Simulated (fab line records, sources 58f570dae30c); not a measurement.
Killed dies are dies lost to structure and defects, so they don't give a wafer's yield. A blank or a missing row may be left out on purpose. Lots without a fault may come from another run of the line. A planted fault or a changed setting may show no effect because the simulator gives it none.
One fault seen from 2 desks | flow berkeley_cmos170 | each desk has only its own numbers; what lay behind them comes last

THE METROLOGY DESK
What the gauges read, lot by lot, whatever tool the lot ran on: means of the sampled wafers that have a number. A lot is out of limits, marked OUT, if its mean lies more than 4 standard deviations from the usual mean; the brackets give that distance.
Columns: A = cd_nm at UCB170_GATE_CD_MEAS_12, usual 350.2 nm
lot  | first seen here | A
L709 | day 5 22:16     | 350.6
L708 | day 6 03:17     | 351.3
L711 | day 6 10:46     | 349.6
L710 | day 6 10:50     | 350.2
L716 | day 7 05:41     | 350.7
L712 | day 7 06:18     | 348.5
L719 | day 7 18:45     | 337.1 (-10) OUT
L720 | day 8 01:10     | 340.9 (-7.1) OUT
L721 | day 8 01:24     | 350.9
L725 | day 9 03:50     | 349.7
L726 | day 9 04:25     | 351.1
L724 | day 9 04:46     | 350.7
L730 | day 10 07:40    | 351.4
L729 | day 10 07:43    | 350.0
This desk's finding: out of limits on L719, L720; first on L719, day 7 18:45 (cd_nm at UCB170_GATE_CD_MEAS_12). In limits: L709, L708, L711, L710, L716, L712, L721, L725, L726, L724, L730, L729.

THE TOOL OWNER'S DESK: litho_track-04
The tool's own readings at UCB170_GATE_SOFTBAKE_08 (time 60 s): means of the sampled wafers that have a number, for each lot that ran on this tool. A lot is out of limits, marked OUT, if its mean lies more than 4 standard deviations from the usual mean; the brackets give that distance.
Columns: A = heater_power_total_W at UCB170_GATE_SOFTBAKE_08, usual 56.80 W; B = plate_temp_C at UCB170_GATE_SOFTBAKE_08, usual 129.99 C
lot  | first seen here | A               | B
L710 | day 6 10:00     | 56.81           | 130.13
L716 | day 7 04:00     | 56.82           | 129.97
L719 | day 7 18:00     | 58.98 (+51) OUT | 133.82 (+27) OUT
L720 | day 8 00:00     | 58.99 (+51) OUT | 133.75 (+27) OUT
This desk's finding: out of limits on L719, L720; first on L719, day 7 18:00 (heater_power_total_W at UCB170_GATE_SOFTBAKE_08). In limits: L710, L716.

PUT TOGETHER
The tool owner's desk could have raised an alarm at day 7 18:00, on L719, L720.
The metrology desk could have raised an alarm at day 7 18:45, on L719, L720.
Of the lots named, all ran UCB170_GATE_SOFTBAKE_08 on litho_track-04.

WHAT THE SIMULATOR HAD PUT IN
Process parameter drift: litho_track-04, from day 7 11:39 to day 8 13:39, at UCB170_GATE_SOFTBAKE_08. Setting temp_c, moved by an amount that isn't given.
Lots struck among those shown: L719, L720.
Hours from the fault's start to each desk's first reading out of limits: the tool owner's desk, 6; the metrology desk, 7.
